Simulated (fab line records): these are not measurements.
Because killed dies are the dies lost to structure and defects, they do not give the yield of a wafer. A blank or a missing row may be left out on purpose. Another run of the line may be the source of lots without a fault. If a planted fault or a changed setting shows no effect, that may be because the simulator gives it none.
The tool behind it: which one?    flow berkeley-cmos170    Sampling: 14 lots, 42 wafers, 7 of 331 route steps

WHAT EACH GAUGE READ, for each wafer
UCB170_FIELD_THK_MEAS_02.
lot   measured     on             FIELD_OXIDE_THK (nm)
L427  day 5 14:15  film-metro-01  566 560 569
L428  day 5 14:16  film-metro-02  556 562 555
L429  day 5 14:19  film-metro-02  553 550 552
L431  day 6 19:43  film-metro-04  559 561 573
L433  day 6 19:43  film-metro-01  575 565 574
L434  day 7 09:49  film-metro-02  555 553 553
L435  day 7 09:50  film-metro-04  539 545 550
L436  day 7 21:01  film-metro-01  868 855 855
L438  day 7 16:48  film-metro-04  554 554 555
L437  day 8 01:02  film-metro-01  556 555 553
L444  day 8 22:08  film-metro-02  856 866 859
L445  day 9 10:20  film-metro-04  555 566 564
L446  day 9 10:22  film-metro-02  562 577 568
L447  day 9 23:53  film-metro-02  564 566 560

UCB170_FIELD_THK_MEAS_90.
lot   measured      on             FIELD_OXIDE_LEFT_1_THK (nm)
L427  day 5 23:03   film-metro-04  449 443 453
L428  day 5 23:04   film-metro-02  440 445 438
L429  day 5 23:03   film-metro-01  436 432 435
L431  day 7 05:16   film-metro-01  443 444 456
L433  day 7 05:13   film-metro-04  459 450 458
L434  day 7 21:46   film-metro-01  437 435 434
L435  day 7 21:47   film-metro-02  423 428 434
L436  day 8 02:14   film-metro-01  751 738 738
L438  day 8 02:14   film-metro-02  435 435 437
L437  day 8 08:40   film-metro-01  439 438 436
L444  day 9 03:10   film-metro-01  740 748 742
L445  day 9 19:38   film-metro-04  439 449 448
L446  day 9 19:40   film-metro-01  444 460 450
L447  day 10 09:01  film-metro-01  447 450 444

UCB170_FIELD_THK_MEAS_91.
lot   measured      on             FIELD_OXIDE_LEFT_2_THK (nm)
L427  day 7 01:11   film-metro-02  362 357 366
L428  day 7 01:49   film-metro-04  353 358 351
L429  day 7 00:45   film-metro-04  347 345 347
L431  day 8 04:42   film-metro-04  356 357 368
L433  day 8 04:34   film-metro-04  373 364 372
L434  day 8 16:58   film-metro-01  352 349 348
L435  day 8 17:05   film-metro-02  336 342 348
L436  day 8 17:36   film-metro-02  664 651 650
L438  day 8 17:19   film-metro-02  347 347 349
L437  day 9 04:56   film-metro-01  353 351 350
L444  day 10 02:58  film-metro-04  652 660 655
L445  day 10 18:30  film-metro-04  353 362 361
L446  day 10 18:16  film-metro-02  357 373 363
L447  day 11 11:47  film-metro-02  360 363 357

UCB170_NSD_TW_MEAS_10.
lot   measured      on             NSD_TW
L427  day 8 04:04   film-metro-02  4196 4159 4177
L428  day 8 04:26   film-metro-03  4238 4210 4230
L429  day 8 03:47   film-metro-03  4249 4242 4251
L431  day 9 07:56   film-metro-03  4173 4196 4193
L433  day 9 08:04   film-metro-02  4204 4201 4185
L434  day 9 21:50   film-metro-02  4190 4193 4194
L435  day 9 22:29   film-metro-04  4181 4204 4204
L436  day 9 22:50   film-metro-02  4199 4201 4211
L438  day 9 22:07   film-metro-04  4212 4193 4219
L437  day 10 09:50  film-metro-03  4223 4191 4221
L444  day 11 11:28  film-metro-02  4206 4234 4197
L445  day 12 04:13  film-metro-02  4198 4191 4167
L446  day 12 04:31  film-metro-04  4203 4217 4206
L447  day 12 21:26  film-metro-02  4192 4182 4196

UCB170_CONTACT_CD_MEAS_15: the cd target is 700 nm.
lot   measured      on         cd-nm (nm)
L427  day 8 11:40   cd-sem-01  698.8 698.5 697.3
L428  day 8 12:15   cd-sem-02  699.2 700.5 700.6
L429  day 8 11:56   cd-sem-01  699.0 698.0 699.7
L431  day 9 13:41   cd-sem-02  700.4 700.3 701.4
L433  day 9 15:28   cd-sem-01  698.0 696.9 696.7
L434  day 10 06:48  cd-sem-02  700.8 700.3 699.4
L435  day 10 07:22  cd-sem-02  700.0 702.4 700.2
L436  day 10 07:37  cd-sem-02  697.5 697.8 697.6
L438  day 10 07:04  cd-sem-01  701.2 700.9 701.9
L437  day 10 17:28  cd-sem-01  699.1 699.9 699.4
L444  day 11 17:23  cd-sem-02  699.7 699.4 699.7
L445  day 12 11:51  cd-sem-02  698.2 697.5 697.8
L446  day 12 12:25  cd-sem-02  700.9 700.0 700.4
L447  day 13 06:08  cd-sem-01  698.8 697.9 698.3

WHAT TOOL EACH LOT RAN ON (gives the tool, then ch and the chambers of the sampled wafers, and finally the start)
lot   UCB170_FIELD_OXIDATION_01     UCB170_GATE_ETCH_15
L427  furnace-02 ch 0, day 5 11:15  rie-si-02 ch 0,1,2, day 7 11:54
L428  furnace-02 ch 0, day 5 11:15  rie-si-02 ch 1,2, day 7 12:11
L429  furnace-02 ch 0, day 5 11:15  rie-si-01 ch 2, day 7 11:38
L431  furnace-01 ch 0, day 6 16:43  rie-si-01 ch 0,2, day 8 18:03
L433  furnace-01 ch 0, day 6 16:43  rie-si-02 ch 0,2,3, day 8 18:10
L434  furnace-04 ch 0, day 7 06:49  rie-si-02 ch 2,3, day 9 08:25
L435  furnace-04 ch 0, day 7 06:49  rie-si-01 ch 0,2, day 9 08:28
L436  furnace-04 ch 0, day 7 13:46  rie-si-02 ch 1,2,3, day 9 08:35
L438  furnace-04 ch 0, day 7 13:46  rie-si-01 ch 1,2, day 9 08:14
L437  furnace-02 ch 0, day 7 22:02  rie-si-02 ch 0,3, day 9 19:14
L444  furnace-02 ch 0, day 8 14:53  rie-si-02 ch 0,1,3, day 10 16:44
L445  furnace-01 ch 0, day 9 07:20  rie-si-01 ch 0,2, day 11 07:49
L446  furnace-01 ch 0, day 9 07:20  rie-si-02 ch 0,1, day 11 07:20
L447  furnace-04 ch 0, day 9 20:53  rie-si-02 ch 1,3, day 12 08:54
- UCB170_FIELD_OXIDATION_01: target thk 558.3 nm, ox time 7200 s.
- UCB170_GATE_ETCH_15: etches poly-Si in HBr/Cl2, stops on SiO2, time 54.56 s, target depth 278.2 nm.

WHAT THE TOOLS THEMSELVES READ (means of the sampled wafers that have a number; where no wafer has one, the mark that the record gives instead)
UCB170_FIELD_OXIDATION_01.
lot   tool        spike-tc-source-C (C)  tube-center-temp-C (C)  tube_center_temp_C_max  zone-power-centre-pct (%)
L427  furnace-02  1022                   1000.02                 1002.5                  49.0
L428  furnace-02  1022                   999.97                  1002.7                  48.6
L429  furnace-02  1023                   999.98                  1002.6                  48.7
L431  furnace-01  1032                   999.90                  1002.6                  42.7
L433  furnace-01  1031                   1000.07                 1003.0                  41.9
L434  furnace-04  1029                   999.96                  1002.3                  50.5
L435  furnace-04  1030                   999.97                  1002.4                  50.4
L436  furnace-04  1029                   1000.02                 1002.7                  50.3
L438  furnace-04  1030                   999.91                  1002.5                  50.1
L437  furnace-02  1023                   999.99                  1002.9                  49.2
L444  furnace-02  1023                   1000.04                 1002.6                  49.3
L445  furnace-01  1032                   999.96                  1002.4                  42.7
L446  furnace-01  1031                   999.95                  1002.6                  42.6
L447  furnace-04  1029                   999.97                  1002.5                  50.1

UCB170_GATE_ETCH_15.
lot   tool       drypump-motor-current-A (A)  he-backside-leak-sccm (sccm)  oes-product-au (a.u.)  throttle-valve-pct (%)
L427  rie-si-02  5.8                          2.63                          0.838                  26.7
L428  rie-si-02  5.7                          2.47                          0.833                  26.4
L429  rie-si-01  6.1                          2.71                          0.861                  26.9
L431  rie-si-01  5.5                          2.58                          0.858                  26.4
L433  rie-si-02  5.9                          2.70                          0.846                  26.7
L434  rie-si-02  6.0                          2.65                          0.846                  26.5
L435  rie-si-01  5.5                          2.57                          0.847                  26.4
L436  rie-si-02  5.9                          2.61                          0.847                  26.5
L438  rie-si-01  5.8                          2.61                          0.848                  26.8
L437  rie-si-02  5.9                          2.72                          0.843                  26.8
L444  rie-si-02  5.7                          2.74                          0.849                  26.7
L445  rie-si-01  5.5                          2.54                          0.859                  26.4
L446  rie-si-02  5.6                          2.71                          0.844                  26.9
L447  rie-si-02  5.8                          2.72                          0.847                  26.5

THE ANSWER, worked out from the rows above alone
Rule: the usual values come from the lots themselves. Put in order of their means at a reading, lots are off if they are a third of the lots or fewer, leave a main group of 4 or more, and stand apart from it by a gap of 3 or more times the standard deviation of the main group's means; of several such gaps the widest counts. The tables above print the reading to a certain number of digits; a main group whose means all agree to those digits is not used. A lot without any number at a reading at which 4 lots or more have one is off too. Where the step has rows for the other lots, those lots are counted as sound. After the gauges, taken in route order, come the tools' own readings; for these a lot's mean is taken, as printed above. The first step at which some lot is off is used, and at that step the reading that is off furthest; a lot without a number counts as furthest.
Off: L436, L444, seen at UCB170_FIELD_THK_MEAS_02 (FIELD_OXIDE_THK). The main group has a mean of 559 nm with a standard deviation of 7.5.
A tool fits if, at a process step before that reading, it ran every lot that is off, and no sound lot after the first of them. Those tools and the gauges at UCB170_FIELD_THK_MEAS_02 are tried in the same way. No candidate that was tried fits.

WHAT WAS PUT IN BY THE SIMULATOR
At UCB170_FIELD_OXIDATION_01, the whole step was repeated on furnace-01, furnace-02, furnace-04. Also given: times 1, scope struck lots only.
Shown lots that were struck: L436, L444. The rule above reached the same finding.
